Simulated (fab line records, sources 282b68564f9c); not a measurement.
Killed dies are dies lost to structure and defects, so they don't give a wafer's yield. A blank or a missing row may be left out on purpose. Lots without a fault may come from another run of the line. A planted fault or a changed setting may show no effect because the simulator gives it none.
Split-lot experiment | flow rit_cmos | 5 lots, 23 wafers read, on a route of 202 steps

THE SPLIT
At RIT_PRETRO_IMPLANT_08, the setting dose_cm2 was moved away from the recipe's 1.2e+13 on 7 of the 23 wafers read, by +2.5% to +7.3%. The other wafers ran this setting at the recipe's value.

FROM THE SPLIT TO THE READING: what the file shows between them, 1 step
- RIT_PRETRO_STRIP_09: strips in O2, time 180 s

THE READING
PRETRO_TW, at RIT_PRETRO_TW_MEAS_10. Fault-free wafers of this fab line usually give 475.4, standard deviation 1.9.

wafer  | tool, chamber at the split | dose_cm2 as run | against the recipe | PRETRO_TW | against lot-mates on the recipe
L074.1 | implanter-03, 0            | 1.254e+13       | +4.5%              | 482.1     | +8.5
L074.2 | implanter-03, 0            | 1.254e+13       | +4.5%              | 482.5     | +8.9
L074.4 | implanter-03, 0            | 1.254e+13       | +4.5%              | 482.4     | +8.8
L074.5 | implanter-03, 0            | 1.2e+13         | recipe             | 473.5     | -
L074.6 | implanter-03, 0            | 1.2e+13         | recipe             | 473.7     | -
L075.1 | implanter-02, 0            | 1.2e+13         | recipe             | 477.8     | -
L075.2 | implanter-02, 0            | 1.2e+13         | recipe             | 477.9     | -
L075.3 | implanter-02, 0            | 1.2e+13         | recipe             | 480.1     | -
L075.5 | implanter-02, 0            | 1.2e+13         | recipe             | 476.6     | -
L075.6 | implanter-02, 0            | 1.2e+13         | recipe             | 479.4     | -
L076.2 | implanter-03, 0            | 1.23e+13        | +2.5%              | 479.0     | +3.6
L076.3 | implanter-03, 0            | 1.2e+13         | recipe             | 476.0     | -
L076.4 | implanter-03, 0            | 1.2e+13         | recipe             | 474.8     | -
L076.5 | implanter-03, 0            | 1.23e+13        | +2.5%              | 477.5     | +2.1
L076.6 | implanter-03, 0            | 1.2e+13         | recipe             | 475.4     | -
L081.1 | implanter-03, 0            | 1.2e+13         | recipe             | 473.9     | -
L081.2 | implanter-03, 0            | 1.287e+13       | +7.3%              | 487.7     | +12.3
L081.3 | implanter-03, 0            | 1.2e+13         | recipe             | 476.2     | -
L081.4 | implanter-03, 0            | 1.287e+13       | +7.3%              | 486.6     | +11.2
L081.5 | implanter-03, 0            | 1.2e+13         | recipe             | 476.1     | -
L083.1 | implanter-02, 0            | 1.2e+13         | recipe             | 476.4     | -
L083.3 | implanter-02, 0            | 1.2e+13         | recipe             | 475.1     | -
L083.5 | implanter-02, 0            | 1.2e+13         | recipe             | 475.6     | -

THE FIT
A straight line over all 23 wafers: PRETRO_TW changes by +1.44 for each +1% of dose_cm2; r = +0.90; the points scatter about the line by 1.7.
The same after taking each lot's own level away (the mean of its wafers on the recipe; 23 wafers): +1.7 for each +1%; r = +0.97; scatter 1.
On that fit, the largest move of dose_cm2 shifts the reading by 12.
The lots' own levels span 473.60 to 478.36, that is 2.5 times the standard deviation above.
So the lot-to-lot level changes the slope: the two fits differ.
Check: with one of the wafers moved furthest among these (+7.3%) left out of the fit, the line predicts +12.3 for it against its lot-mates. It came out at +12.3 against them.

OTHER SPLITS ON THESE WAFERS
These wafers also went through other splits before the reading. Each is held against what the fit with the lots' levels taken away leaves over:
other split on the same wafers       | wafers away from the commonest value | r with PRETRO_TW (lot level and that fit taken away)
RIT_ACTIVE_CVD_03 nh3_flow_sccm      | 15                                   | +0.26
RIT_ACTIVE_ETCH_13 rf_w              | 6                                    | -0.26
RIT_NWELL_IMPLANT_08 dose_cm2        | 6                                    | +0.06
RIT_PWELL_HARDBAKE_07 temp_c         | 8                                    | +0.02
RIT_NRETRO_COAT_01 resist_thk_nm     | 7                                    | +0.22
RIT_NRETRO_DEVELOP_05 develop_time_s | 6                                    | +0.32

THE FILE'S OWN FIT
PRETRO_TW changes by +1.67 for each +1% of dose_cm2, r = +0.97.
